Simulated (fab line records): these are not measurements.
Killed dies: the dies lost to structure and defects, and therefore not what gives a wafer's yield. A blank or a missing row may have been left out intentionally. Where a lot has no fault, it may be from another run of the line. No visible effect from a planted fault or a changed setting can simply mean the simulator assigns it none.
Shared-tool check	flow rit_cmos	42 wafers sampled across 14 lots

REASON FOR OPENING
Of 14 lots, 2 have the reading FOX1_OXIDE_THK flagged at RIT_FOX1_THK_MEAS_01. Fault-free wafers read 349 nm, with a standard deviation of 8.5.
Rule: a lot is flagged in two cases, either no wafer of it has a number, or all its wafers with numbers fall more than 4 standard deviations from that mean. The rest of the lots are taken to be sound.

lot	measured	on	FOX1_OXIDE_THK (nm), wafer by wafer	flag
L408	day 1 18:22	film_metro-03	360 364 363	
L409	day 1 22:44	film_metro-01	359 358 363	
L410	day 2 02:52	film_metro-04	352 348 353	
L411	day 2 07:59	film_metro-04	334 341 336	
L412	day 2 13:08	film_metro-04	350 355 350	
L413	day 2 17:51	film_metro-01	358 358 356	
L415	day 3 04:13	film_metro-03	355 360 353	
L416	day 3 09:35	film_metro-03	343 340 343	
L418	day 3 20:01	film_metro-01	341 347 345	
L419	day 4 02:40	film_metro-01	352 357 355	
L422	day 4 15:40	film_metro-04	342 340 337	
L424	day 5 00:57	film_metro-04	350 341 342	
L425	day 5 06:52	film_metro-01	395 391 391	FLAGGED
L427	day 5 15:49	film_metro-04	390 391 393	FLAGGED
The numbers of the flagged lots are 392 nm on average: +43 nm against the usual, or +5 standard deviations.

EACH LOT AND THE TOOL IT RAN ON
The record holds 1 process step before the reading, out of a route of 202 steps. In each cell: the tool, then ch and the chambers that the sampled wafers went through, then the start.
lot	flag	RIT_FOX1_OXIDATION_00
L408		furnace-01 ch 0, day 1 17:03
L409		furnace-02 ch 0, day 1 21:25
L410		furnace-01 ch 0, day 2 01:31
L411		furnace-03 ch 0, day 2 06:41
L412		furnace-01 ch 0, day 2 11:49
L413		furnace-01 ch 0, day 2 16:32
L415		furnace-03 ch 0, day 3 02:53
L416		furnace-03 ch 0, day 3 08:15
L418		furnace-03 ch 0, day 3 18:42
L419		furnace-01 ch 0, day 4 01:20
L422		furnace-03 ch 0, day 4 14:20
L424		furnace-03 ch 0, day 4 23:38
L425	FLAGGED	furnace-03 ch 0, day 5 05:33
L427	FLAGGED	furnace-03 ch 0, day 5 14:30
These steps, and what they do:
- RIT_FOX1_OXIDATION_00: target thk 350.7 nm, ox time 1130 s.
- RIT_FOX1_THK_MEAS_01

FLAGGED OVER TOTAL, TOOL BY TOOL (the gauges that took the reading come last)
step	tool	lots run	flagged	share of the flagged lots	sound lots run after its first flagged lot
RIT_FOX1_OXIDATION_00	furnace-01	5	0	none	-
RIT_FOX1_OXIDATION_00	furnace-02	1	0	none	-
RIT_FOX1_OXIDATION_00	furnace-03	8	2	all	0
RIT_FOX1_THK_MEAS_01	film_metro-01	5	1	some	0
RIT_FOX1_THK_MEAS_01	film_metro-03	3	0	none	-
RIT_FOX1_THK_MEAS_01	film_metro-04	6	1	some	0

WHAT IS ALLOWED BY THE TABLE
1 row of the table ran every flagged lot: furnace-03 at RIT_FOX1_OXIDATION_00.
- furnace-03 at RIT_FOX1_OXIDATION_00 ran 8 lots, 2 of them flagged. Last sound lot L424 at day 4 23:38, first flagged lot L425 at day 5 05:33; a fault beginning in between fits. Its own readings (spike_tc_centre_C, spike_tc_load_C, spike_tc_source_C, tube_center_temp_C, tube_center_temp_C_max) fall more than 4 standard deviations out on all wafers of the flagged lots.
furnace-03 at RIT_FOX1_OXIDATION_00 is the single tool remaining.

WHAT HAD BEEN PUT IN BY THE SIMULATOR
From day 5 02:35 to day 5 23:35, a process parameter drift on furnace-03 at RIT_FOX1_OXIDATION_00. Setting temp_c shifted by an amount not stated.
Lots struck among those shown: L425, L427. Same finding as the rule above.
